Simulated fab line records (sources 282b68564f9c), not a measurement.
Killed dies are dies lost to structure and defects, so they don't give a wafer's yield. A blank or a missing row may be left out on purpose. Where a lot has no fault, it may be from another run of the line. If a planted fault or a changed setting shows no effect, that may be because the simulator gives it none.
fab line records	flow rit-cmos
record: lots: 14	wafers: 42	last-day: 7
route steps=202 shown NRETRO@59 GATE@96 NLDD@160 CONTACT@171 M1@202
lots untouched by any fault: they come from a run of this same line in which no faults occurred
start-h: hours from the record's first day to the start of the lot's first wafer shown	wait-h: hours since the lot's step before	" repeats the value in the row above	L1.1+2: one row covering several wafers at once	- no value, or no start given	* or withheld: withheld	< > ~ a bound
route shown NAME@n: a module of which the file shows steps, and the number in the route of the first	usual: the fault-free wafers' mean and standard deviation	same: alike in all rows	chamber/n: place in a boat	sites: per-site readings	_std_site: standard deviation across them	_edge_site: the outer-site mean with the inner-site mean subtracted	radius-mm: how far each site lies from the wafer's centre	mask NAME#n: copy n	behind: the last tool/chamber to shape the wafer	hold: reason for holding the lot/hours on hold/outcome of the hold	device: names the non-switching transistor (n, p or np)	end of line: the same wafers' tests at the end of the route	where a step has no rows: the recipe by itself	killed: dies that structure and defects cost at the first sort, which is not the same as the wafer's yield	map: dies across one wafer; x = killed, . = not, _ = none there
set.NAME: the setting that was run; set.NAME@STEP: the one run at that earlier step	model.NAME: the simulator's own value behind a step, which no gauge read
the route's steps for a sample of lots (tables are steps, rows are wafers)
services: from which hour (start-h, from the record's first day; less than 0 if before it) a tool's chamber was out of use, for how many hours, and why
== steps ==
step: RIT_NRETRO_OVL_MEAS_06
usual: NRETRO_OVL: 0.1/1.4
lot.wafer	tool	chamber	start-h	wait-h	NRETRO_OVL[nm]
L974.3	overlay-02	-	32.00	-	1.8
L974.5	"	-	"	"	0.2
L974.6	"	-	"	"	1.2
L976.3	overlay-02	-	40.15	-	1.8
L976.5	"	-	"	"	-1.2
L976.6	"	-	"	"	0.6
L977.3	overlay-02	-	45.59	-	-0.3
L977.4	"	-	"	"	0.5
L977.6	"	-	"	"	-0.6
L978.1	overlay-01	-	52.18	-	-0.9
L978.2	"	-	"	"	-1.3
L978.3	"	-	"	"	-0.3
L981.2	overlay-02	-	69.23	-	-1.1
L981.3	"	-	"	"	0.1
L981.6	"	-	"	"	-0.1
L982.1	overlay-01	-	77.85	-	-2.5
L982.4	"	-	"	"	-4.6
L982.5	"	-	"	"	-2.7
L984.1	overlay-01	-	85.51	-	-1.0
L984.4	"	-	"	"	-2.4
L984.6	"	-	"	"	-2.2
L985.3	overlay-02	-	90.67	-	2.0
L985.5	"	-	"	"	0.9
L985.6	"	-	"	"	2.7
L987.1	overlay-01	-	99.51	-	0.5
L987.2	"	-	"	"	0.0
L987.3	"	-	"	"	0.4
L988.1	overlay-02	-	102.46	-	-0.1
L988.5	"	-	"	"	0.8
L988.6	"	-	"	"	0.6
L991.3	overlay-02	-	119.07	-	1.9
L991.5	"	-	"	"	0.4
L991.6	"	-	"	"	-0.1
L992.4	overlay-01	-	123.27	-	0.3
L992.5	"	-	"	"	-0.6
L992.6	"	-	"	"	0.4
L994.1	overlay-01	-	131.69	-	-0.2
L994.2	"	-	"	"	2.6
L994.4	"	-	"	"	0.2
L995.1	overlay-01	-	137.02	-	-0.6
L995.2	"	-	"	"	0.1
L995.3	"	-	"	"	-0.8
step: RIT_GATE_STRIP_20
recipe: chemistry: O2	time-s: 180	resist: NOVOLAK	platen-temp-c: withheld	power-w: 500	pressure-mtorr: 4000	o2-flow-sccm: 4000
usual: drypump-motor-current-A: 5.62/0.24	o2-flow-sccm: 4000/13
lot.wafer	tool	chamber	start-h	wait-h	drypump-motor-current-A	o2-flow-sccm	rf-hours-counter-h
L974.3	plasma-asher-03	0	42.03	0.1	5.53	3991	-
L974.5	"	0	"	"	5.54	4019	-
L974.6	"	1	"	"	5.66	4000	-
L976.3	plasma-asher-04	1	47.63	0.1	5.66	3980	-
L976.5	"	1	"	"	5.70	3970	-
L976.6	"	0	"	"	5.93	4019	-
L977.3	plasma-asher-03	0	58.55	0.1	5.54	4011	-
L977.4	"	1	"	"	5.63	4015	-
L977.6	"	0	"	"	5.53	4005	-
L978.1	plasma-asher-04	1	60.41	0.1	5.66	4011	43
L978.2	"	0	"	"	5.90	4006	43
L978.3	"	0	"	"	5.91	4019	-
L981.2	plasma-asher-04	1	79.50	0.1	5.65	3989	44
L981.3	"	0	"	"	5.95	4004	-
L981.6	"	0	"	"	5.94	4010	-
L982.1	plasma-asher-02	0	87.98	0.1	5.12	3999	29
L982.4	"	0	"	"	5.11	4002	-
L982.5	"	1	"	"	5.68	4007	-
L984.1	plasma-asher-03	1	93.25	0.1	5.66	4009	44
L984.4	"	1	"	"	5.65	3995	-
L984.6	"	0	"	"	5.54	4026	-
L985.3	plasma-asher-03	1	103.22	0.1	5.65	3999	-
L985.5	"	0	"	"	5.51	3989	-
L985.6	"	1	"	"	5.64	3999	-
L987.1	plasma-asher-03	0	106.82	0.1	5.53	3998	46
L987.2	"	1	"	"	5.66	4003	46
L987.3	"	1	"	"	5.66	3996	-
L988.1	plasma-asher-02	0	112.38	0.1	5.11	3993	31
L988.5	"	1	"	"	5.68	4015	-
L988.6	"	0	"	"	5.12	3988	-
L991.3	plasma-asher-04	1	127.85	0.1	5.64	3998	-
L991.5	"	0	"	"	5.92	3996	-
L991.6	"	1	"	"	5.66	3984	-
L992.4	plasma-asher-04	1	131.67	0.1	5.65	3990	-
L992.5	"	1	"	"	5.68	3995	-
L992.6	"	0	"	"	5.93	3986	-
L994.1	plasma-asher-02	0	143.55	0.1	5.12	4005	35
L994.2	"	1	"	"	5.67	4015	35
L994.4	"	0	"	"	5.10	3998	-
L995.1	plasma-asher-04	0	150.14	0.1	5.93	3996	52
L995.2	"	1	"	"	5.69	4002	52
L995.3	"	1	"	"	5.69	3978	-
step: RIT_SDANNEAL_RS_MEAS_07
recipe: thk-meas-gauge: four-point-probe
usual: NLDD_RS: 151.6/0.56
lot.wafer	tool	chamber	start-h	wait-h	NLDD_RS[ohm/sq]
L974.3	film-metro-02	-	54.75	0.1	151.6
L974.5	"	-	"	"	151.3
L974.6	"	-	"	"	151.6
L976.3	film-metro-03	-	61.73	0.1	152.3
L976.5	"	-	"	"	152.0
L976.6	"	-	"	"	152.4
L977.3	film-metro-02	-	73.20	0.1	152.5
L977.4	"	-	"	"	152.6
L977.6	"	-	"	"	152.2
L978.1	film-metro-03	-	79.17	0.1	150.4
L978.2	"	-	"	"	151.4
L978.3	"	-	"	"	151.0
L981.2	film-metro-02	-	94.18	0.1	151.5
L981.3	"	-	"	"	150.7
L981.6	"	-	"	"	151.3
L982.1	film-metro-03	-	101.65	0.1	151.5
L982.4	"	-	"	"	151.2
L982.5	"	-	"	"	152.0
L984.1	film-metro-03	-	108.02	0.1	151.4
L984.4	"	-	"	"	151.0
L984.6	"	-	"	"	151.2
L985.3	film-metro-03	-	115.72	0.1	151.1
L985.5	"	-	"	"	151.7
L985.6	"	-	"	"	152.0
L987.1	film-metro-02	-	121.10	0.1	150.8
L987.2	"	-	"	"	150.5
L987.3	"	-	"	"	150.7
L988.1	film-metro-02	-	125.44	0.1	151.6
L988.5	"	-	"	"	151.0
L988.6	"	-	"	"	151.7
L991.3	film-metro-02	-	141.15	0.1	151.9
L991.5	"	-	"	"	152.4
L991.6	"	-	"	"	151.9
L992.4	film-metro-03	-	145.02	0.1	151.5
L992.5	"	-	"	"	151.4
L992.6	"	-	"	"	151.2
L994.1	film-metro-02	-	159.44	0.1	152.2
L994.2	"	-	"	"	151.3
L994.4	"	-	"	"	151.7
L995.1	film-metro-04	-	163.79	0.1	151.0
L995.2	"	-	"	"	151.2
L995.3	"	-	"	"	151.4
step: RIT_CONTACT_COAT_03
recipe: resist: NOVOLAK	spin-rpm: 3250	resist-thk-nm: 1000
usual: dispense-pressure-kPa: 50.9/1.1	resist-line-temp-C: 22.98/0.11	spin-speed-rpm: 3250.2/2.3
lot.wafer	tool	chamber	start-h	wait-h	dispense-pressure-kPa	resist-line-temp-C	spin-speed-rpm
L974.3	litho-track-04	0	55.66	0.1	52.3	23.10	3250.1
L974.5	"	0	"	"	52.4	23.11	3250.3
L974.6	"	0	"	"	52.4	22.94	3249.1
L976.3	litho-track-03	0	62.64	0.1	50.5	22.94	3246.5
L976.5	"	0	"	"	50.5	22.91	3252.6
L976.6	"	0	"	"	50.5	22.85	3249.7
L977.3	litho-track-04	0	74.11	0.1	52.3	23.12	3255.0
L977.4	"	0	"	"	52.3	22.87	3254.7
L977.6	"	0	"	"	52.4	23.07	3258.3
L978.1	litho-track-02	0	80.07	0.1	49.6	23.00	3250.5
L978.2	"	0	"	"	49.6	22.97	3248.2
L978.3	"	0	"	"	49.6	23.01	3247.6
L981.2	litho-track-03	0	95.09	0.1	50.5	22.90	3250.0
L981.3	"	0	"	"	50.5	22.97	3249.5
L981.6	"	0	"	"	50.5	22.84	3255.7
L982.1	litho-track-04	0	102.54	0.1	52.4	22.87	3246.5
L982.4	"	0	"	"	52.4	22.93	3249.7
L982.5	"	0	"	"	52.3	22.88	3247.5
L984.1	litho-track-03	0	108.96	0.1	50.5	23.01	3249.5
L984.4	"	0	"	"	50.5	23.05	3247.6
L984.6	"	0	"	"	50.5	22.92	3247.4
L985.3	litho-track-03	0	116.62	0.1	50.5	22.90	3253.6
L985.5	"	0	"	"	50.5	22.75	3251.4
L985.6	"	0	"	"	50.5	22.73	3249.3
L987.1	litho-track-04	0	122.00	0.1	52.3	23.13	3249.7
L987.2	"	0	"	"	52.3	23.01	3249.1
L987.3	"	0	"	"	52.2	23.10	3251.7
L988.1	litho-track-03	0	126.34	0.1	50.5	22.98	3250.5
L988.5	"	0	"	"	50.5	23.05	3246.8
L988.6	"	0	"	"	50.5	23.00	3250.1
L991.3	litho-track-03	0	142.06	0.1	50.5	23.01	3326.0
L991.5	"	0	"	"	50.6	22.87	3328.0
L991.6	"	0	"	"	50.5	22.95	3327.1
L992.4	litho-track-02	0	145.93	0.1	49.5	23.06	3252.4
L992.5	"	0	"	"	49.6	22.95	3248.3
L992.6	"	0	"	"	49.6	23.03	3250.5
L994.1	litho-track-03	0	160.51	0.1	50.6	22.91	3328.5
L994.2	"	0	"	"	50.5	22.98	3326.6
L994.4	"	0	"	"	50.5	23.19	3325.0
L995.1	litho-track-02	0	164.73	0.1	49.6	22.99	3251.9
L995.2	"	0	"	"	49.6	23.16	3251.7
L995.3	"	0	"	"	49.6	23.02	3248.1
step: RIT_M1_PROBE_99
usual: killed_at_M0_to_M3: 0.0/0.12	killed-at-contacts: 0.1/0.23	killed-at-front-end: 6/3.1	killed-dies: 6/3.1	killed-open: 3.2/1.9	killed-short: 3.2/2.1
same: gross-dies: 264	killed_at_M4_up: 0	killed-at-back-side: 0	killed-at-other: 0
lot.wafer	tool	chamber	start-h	wait-h	killed_at_M0_to_M3	killed-at-contacts	killed-at-front-end	killed-dies	killed-open	killed-short
L974.3	prober-02	-	61.71	0.2	0	0	3	3	2	1
L974.5	prober-02	-	61.81	0.2	0	0	6	6	4	2
L974.6	prober-02	-	61.86	0.2	0	0	16	16	9	7
L976.3	prober-02	-	68.79	0.2	0	0	15	15	6	9
L976.5	prober-02	-	68.89	0.2	0	0	5	5	3	2
L976.6	prober-02	-	68.94	0.2	0	0	3	3	0	3
L977.3	prober-01	-	80.30	0.2	0	0	6	6	6	0
L977.4	prober-01	-	80.35	0.2	0	0	8	8	4	4
L977.6	prober-01	-	80.45	0.2	0	0	7	7	3	4
L978.1	prober-02	-	86.17	0.1	0	0	5	5	3	2
L978.2	prober-02	-	86.22	0.1	0	0	6	6	2	4
L978.3	prober-02	-	86.27	0.2	0	0	3	3	0	3
L981.2	prober-01	-	101.34	0.1	1	0	7	8	3	5
L981.3	prober-01	-	101.39	0.2	0	0	8	8	4	4
L981.6	prober-01	-	101.54	0.2	0	0	9	9	5	4
L982.1	prober-02	-	108.72	0.1	0	0	7	7	4	3
L982.4	prober-02	-	108.87	0.2	0	1	5	6	2	4
L982.5	prober-02	-	108.92	0.2	0	1	6	7	3	4
L984.1	prober-02	-	115.10	0.1	0	0	4	4	2	2
L984.4	prober-02	-	115.25	0.2	0	0	10	10	6	4
L984.6	prober-02	-	115.35	0.2	0	0	12	12	5	7
L985.3	prober-01	-	123.03	0.2	0	0	4	4	4	0
L985.5	prober-01	-	123.13	0.2	0	0	10	10	5	4
L985.6	prober-01	-	123.18	0.2	0	0	5	5	3	2
L987.1	prober-01	-	158.74	0.1	0	0	13	13	6	7
L987.2	prober-01	-	158.79	0.1	0	0	3	3	2	1
L987.3	prober-01	-	158.84	0.2	0	0	7	7	2	5
L988.1	prober-02	-	158.74	0.1	0	0	10	10	3	7
L988.5	prober-02	-	158.94	0.2	0	0	6	6	6	0
L988.6	prober-02	-	158.99	0.2	0	0	2	2	2	0
L991.3	prober-01	-	159.14	0.4	0	0	4	4	2	2
L991.5	prober-01	-	159.24	0.5	0	0	7	7	2	5
L991.6	prober-01	-	159.29	0.5	0	0	7	7	3	4
L992.4	prober-01	-	159.79	0.8	0	0	6	6	3	3
L992.5	prober-01	-	159.84	0.9	0	0	5	5	2	3
L992.6	prober-01	-	159.89	0.9	0	0	7	7	1	6
L994.1	prober-02	-	166.78	0.1	0	0	9	9	5	4
L994.2	prober-02	-	166.83	0.1	0	0	19	19	10	9
L994.4	prober-02	-	166.93	0.2	0	0	8	8	4	4
L995.1	prober-01	-	171.13	0.1	0	0	3	3	2	1
L995.2	prober-01	-	171.18	0.1	0	0	7	7	2	4
L995.3	prober-01	-	171.23	0.2	0	0	5	5	2	3
killed by level:class
L974.3 GATE:geometric-particle:open=1 GATE:geometric-particle:short=1 SILICIDE:geometric-particle:open=1
L974.5 SPACER:geometric-particle:open=3 FOX1:geometric-particle:short=1 GATE:geometric-particle:short=1 SILICIDE:geometric-particle:open=1
L974.6 GATE:geometric-particle:open=4 GATE:geometric-particle:short=3 REOX:geometric-particle:short=2 REOX:geometric-particle:open=2 SPACER:geometric-particle:open=2 SILICIDE:geometric-particle:short=2 SILICIDE:geometric-particle:open=1
L976.3 REOX:geometric-particle:short=4 GATE:geometric-particle:short=3 REOX:geometric-particle:open=2 SPACER:geometric-particle:open=2 SPACER:geometric-particle:short=2 FOX1:geometric-particle:open=1 GATE:geometric-particle:open=1
L976.5 FOX1:geometric-particle:open=1 FOX2:geometric-particle:short=1 GATE:geometric-particle:short=1 REOX:geometric-particle:open=1 SPACER:geometric-particle:open=1
L976.6 FOX1:geometric-particle:short=1 GATE:geometric-particle:short=1 SILICIDE:geometric-particle:short=1
L977.3 GATE:geometric-particle:open=4 FOX2:geometric-particle:open=1 SPACER:geometric-particle:open=1
L977.4 GATE:geometric-particle:short=2 ACTIVE:geometric-particle:open=1 FOX2:geometric-particle:short=1 FOX2:geometric-particle:open=1 GATE:geometric-particle:open=1 REOX:geometric-particle:open=1 SPACER:geometric-particle:short=1
L977.6 GATE:geometric-particle:short=2 GATE:geometric-particle:open=2 FOX2:geometric-particle:short=1 SPACER:geometric-particle:short=1 SPACER:geometric-particle:open=1
L978.1 GATE:geometric-particle:short=2 GATE:geometric-particle:open=2 REOX:geometric-particle:open=1
L978.2 REOX:geometric-particle:open=2 GATE:geometric-particle:short=1 REOX:geometric-particle:short=1 SPACER:geometric-particle:short=1 SILICIDE:geometric-particle:short=1
L978.3 FOX1:geometric-particle:short=1 GATE:geometric-particle:short=1 SILICIDE:geometric-particle:short=1
L981.2 GATE:geometric-particle:open=3 GATE:geometric-particle:short=3 FOX1:geometric-particle:short=1 M1:geometric-particle:short=1
L981.3 GATE:geometric-particle:open=2 GATE:geometric-particle:short=2 FOX2:geometric-particle:open=1 SPACER:geometric-particle:open=1 SPACER:geometric-particle:short=1 SILICIDE:geometric-particle:short=1
L981.6 GATE:geometric-particle:short=4 FOX2:geometric-particle:open=2 GATE:geometric-particle:open=2 FOX1:geometric-particle:open=1
L982.1 REOX:geometric-particle:open=3 GATE:geometric-particle:short=2 GATE:geometric-particle:open=1 SPACER:geometric-particle:short=1
L982.4 GATE:geometric-particle:open=2 GATE:geometric-particle:short=2 FOX2:geometric-particle:short=1 CONTACT:geometric-particle:short=1
L982.5 SPACER:geometric-particle:open=2 FOX1:geometric-particle:short=1 FOX2:geometric-particle:open=1 FOX2:geometric-particle:short=1 GATE:geometric-particle:short=1 CONTACT:geometric-particle:short=1
L984.1 GATE:geometric-particle:open=2 GATE:geometric-particle:short=1 SILICIDE:geometric-particle:short=1
L984.4 GATE:geometric-particle:open=4 REOX:geometric-particle:open=2 FOX1:geometric-particle:short=1 FOX2:geometric-particle:short=1 GATE:geometric-particle:short=1 REOX:geometric-particle:short=1
L984.6 GATE:geometric-particle:short=5 GATE:geometric-particle:open=4 FOX1:geometric-particle:short=2 REOX:geometric-particle:open=1
L985.3 FOX1:geometric-particle:open=2 REOX:geometric-particle:open=2
L985.5 GATE:geometric-particle:open=3 ACTIVE:geometric-particle:short=1 FOX2:geometric-particle:open=1 FOX2:geometric-particle:short=1 GATE:geometric-particle:short=1 REOX:geometric-particle:open=1 REOX:geometric-particle:short=1 PLDD:coat-microbubble-printed=1
L985.6 GATE:geometric-particle:open=3 GATE:geometric-particle:short=1 REOX:geometric-particle:short=1
L987.1 GATE:geometric-particle:open=3 GATE:geometric-particle:short=3 REOX:geometric-particle:short=2 FOX1:geometric-particle:short=1 FOX2:geometric-particle:short=1 FOX2:geometric-particle:open=1 REOX:geometric-particle:open=1 SILICIDE:geometric-particle:open=1
L988.1 GATE:geometric-particle:short=3 FOX1:geometric-particle:short=1 FOX1:geometric-particle:open=1 REOX:geometric-particle:open=1 REOX:geometric-particle:short=1 SPACER:geometric-particle:short=1 SILICIDE:geometric-particle:short=1 SILICIDE:geometric-particle:open=1
L987.2 GATE:geometric-particle:open=2 FOX2:geometric-particle:short=1
L987.3 REOX:geometric-particle:short=3 FOX2:geometric-particle:short=2 FOX1:geometric-particle:open=1 FOX2:geometric-particle:open=1
L988.5 GATE:geometric-particle:open=2 REOX:geometric-particle:open=2 SPACER:geometric-particle:open=1 SILICIDE:geometric-particle:open=1
L988.6 FOX1:geometric-particle:open=1 SILICIDE:geometric-particle:open=1
L991.3 GATE:geometric-particle:short=2 FOX1:geometric-particle:open=1 GATE:geometric-particle:open=1
L991.5 FOX1:geometric-particle:short=2 GATE:geometric-particle:short=1 GATE:geometric-particle:open=1 REOX:geometric-particle:short=1 SPACER:geometric-particle:open=1 SPACER:geometric-particle:short=1
L991.6 SILICIDE:geometric-particle:short=3 FOX1:geometric-particle:open=1 FOX2:geometric-particle:short=1 GATE:geometric-particle:open=1 SILICIDE:geometric-particle:open=1
L992.4 GATE:geometric-particle:open=2 FOX1:geometric-particle:open=1 FOX2:geometric-particle:short=1 GATE:geometric-particle:short=1 SILICIDE:geometric-particle:short=1
L992.5 FOX1:geometric-particle:short=1 FOX2:geometric-particle:short=1 GATE:geometric-particle:short=1 GATE:geometric-particle:open=1 REOX:geometric-particle:open=1
L992.6 GATE:geometric-particle:short=3 REOX:geometric-particle:short=2 GATE:geometric-particle:open=1 SILICIDE:geometric-particle:short=1
L994.1 GATE:geometric-particle:short=2 SILICIDE:geometric-particle:open=2 FOX1:geometric-particle:short=1 FOX1:geometric-particle:open=1 GATE:geometric-particle:open=1 SPACER:geometric-particle:open=1 SILICIDE:geometric-particle:short=1
L994.2 GATE:geometric-particle:short=6 REOX:geometric-particle:open=4 GATE:geometric-particle:open=3 FOX1:geometric-particle:short=2 FOX1:geometric-particle:open=2 FOX2:geometric-particle:open=1 SPACER:geometric-particle:short=1
L994.4 GATE:geometric-particle:open=3 GATE:geometric-particle:short=2 REOX:geometric-particle:short=1 SPACER:geometric-particle:short=1 SPACER:geometric-particle:open=1
L995.1 GATE:geometric-particle:short=1 GATE:geometric-particle:open=1 SPACER:geometric-particle:open=1
L995.2 SPACER:geometric-particle:short=2 FOX1:geometric-particle:short=1 GATE:geometric-particle:short=1 REOX:geometric-particle:open=1 SPACER:geometric-particle:open=1 PRETRO:coat-microbubble-printed=1
L995.3 REOX:geometric-particle:short=2 GATE:geometric-particle:short=1 GATE:geometric-particle:open=1 SILICIDE:geometric-particle:open=1
== services ==
tool	chamber	start-h	hours	kind
plasma-asher-03	-	44.25	10.6	repair
plasma-asher-02	-	48.76	7.4	repair
plasma-asher-02	-	97.46	1.3	repair
plasma-asher-03	-	108.75	9.0	pm
plasma-asher-03	0	108.75	9.0	vent-cycle
plasma-asher-03	1	108.75	9.0	vent-cycle
plasma-asher-03	0	117.75	-	clean
plasma-asher-03	1	117.75	-	clean
plasma-asher-04	-	125.17	1.5	repair
== key ==
first-sign: step: RIT_CONTACT_COAT_03	reading: spin-speed-rpm	direction: up	sigmas: 34	usual: 3250.2	struck: 3326.9
effect none on later readings
met-at RIT_CONTACT_COAT_03
struck-lots L991,L994
tester-left-out L991,L994
not-acting-at RIT_NRETRO_OVL_MEAS_06,RIT_GATE_STRIP_20,RIT_SDANNEAL_RS_MEAS_07
onset-between 126.34 142.06
fault: kind: process-parameter-drift	tool: litho-track-03	chamber: -	onset-h: 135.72	steps: RIT_CONTACT_COAT_03	channel: spin-rpm	offset: 77.314	shape: step	end-h: 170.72	acts-in: these-recipes-only	stated: 3250
tester-left-out: of these lots the tester's yield and bins aren't shown, on N5 and GAA mostly nor the transistor test; their killed dies are dies lost to structure and defects alone, not to doping, threshold or leakage, so they don't give the yield
